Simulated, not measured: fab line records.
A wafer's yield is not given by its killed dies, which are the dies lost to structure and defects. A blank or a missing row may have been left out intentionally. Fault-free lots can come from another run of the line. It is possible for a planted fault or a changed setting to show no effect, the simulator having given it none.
What tool caused it? ; flow berkeley cmos170 ; 42 wafers from 14 lots sampled at 2 of the route's 331 steps

## WHAT THE GAUGES READ, wafer by wafer
UCB170_GATE_THK_MEAS_02.
lot;measured;on;GATE_OXIDE_THK (nm)
L370;day 6 07:55;film metro-04;6.49 6.48 6.48
L371;day 6 07:55;film metro-01;6.64 6.65 6.63
L372;day 6 07:55;film metro-02;6.37 6.40 6.46
L374;day 6 07:58;film metro-04;6.81 6.72 6.77
L375;day 6 22:10;film metro-04;6.48 6.46 6.50
L377;day 7 15:39;film metro-04;6.57 6.60 6.51
L378;day 7 15:41;film metro-01;6.46 6.30 6.39
L379;day 7 15:43;film metro-02;6.56 6.58 6.68
L382;day 8 08:31;film metro-02;6.55 6.53 6.57
L383;day 8 08:32;film metro-04;6.47 6.54 6.45
L384;day 8 12:57;film metro-04;8.60 8.63 8.66 8.52 8.63 8.70
L385;day 8 21:32;film metro-04;8.63 8.59 8.61 8.60 8.61 8.68
L386;day 9 06:00;film metro-02;6.47 6.58 6.50
L393;day 11 00:29;film metro-02;6.39 6.42 6.27

## WHAT TOOL EACH LOT RAN ON (gives the tool, then ch and the chambers of the sampled wafers, and finally the start)
lot;UCB170_GATE_OXIDATION_01
L370;furnace-03 ch 0, day 6 06:25
L371;furnace-03 ch 0, day 6 06:25
L372;furnace-03 ch 0, day 6 06:25
L374;furnace-03 ch 0, day 6 06:25
L375;furnace-04 ch 0, day 6 20:39
L377;furnace-04 ch 0, day 7 14:09
L378;furnace-04 ch 0, day 7 14:09
L379;furnace-04 ch 0, day 7 14:09
L382;furnace-04 ch 0, day 8 07:01
L383;furnace-04 ch 0, day 8 07:01
L384;furnace-04 ch 0, day 8 11:26
L385;furnace-04 ch 0, day 8 20:02
L386;furnace-01 ch 0, day 9 04:29
L393;furnace-01 ch 0, day 10 22:58
- UCB170_GATE_OXIDATION_01: target thk 6.6 nm, ox time 1800 s.

## WHAT THE TOOLS THEMSELVES READ (means of the sampled wafers that have a number; where no wafer has one, the mark that the record gives instead)
The record holds no such reading with a usual standard deviation.

## THE ANSWER, worked out from the rows above alone
Rule: what is usual is taken from the lots themselves. Put in order of their means at a reading, lots are off if they are a third of the lots or fewer, leave a main group of 4 or more, and stand apart from it by a gap of 3 or more times the standard deviation of the main group's means; of several such gaps the widest counts. A main group whose means are all the same, to the digits that the tables above print for the reading, isn't used. A lot without any number at a reading at which 4 lots or more have one is off too. Where the step has rows for the other lots, those lots are counted as sound. First the gauges in route order, then the tools' own readings, where a lot's mean is used as printed above. The first step at which some lot is off is used, and at that step the reading that is off furthest; a lot without a number counts as furthest.
Off: L384, L385, seen at UCB170_GATE_THK_MEAS_02 (GATE_OXIDE_THK). Main group: mean 6.52 nm, sd 0.11.
A tool fits if, at a process step before that reading, it ran every lot that is off, and no sound lot after the first of them. The gauges at UCB170_GATE_THK_MEAS_02 are tried like those tools. Undecided on this evidence; 2 tools fit (furnace-04 at UCB170_GATE_OXIDATION_01, film metro-04 at UCB170_GATE_THK_MEAS_02).

## WHAT THE SIMULATOR HAD INSERTED
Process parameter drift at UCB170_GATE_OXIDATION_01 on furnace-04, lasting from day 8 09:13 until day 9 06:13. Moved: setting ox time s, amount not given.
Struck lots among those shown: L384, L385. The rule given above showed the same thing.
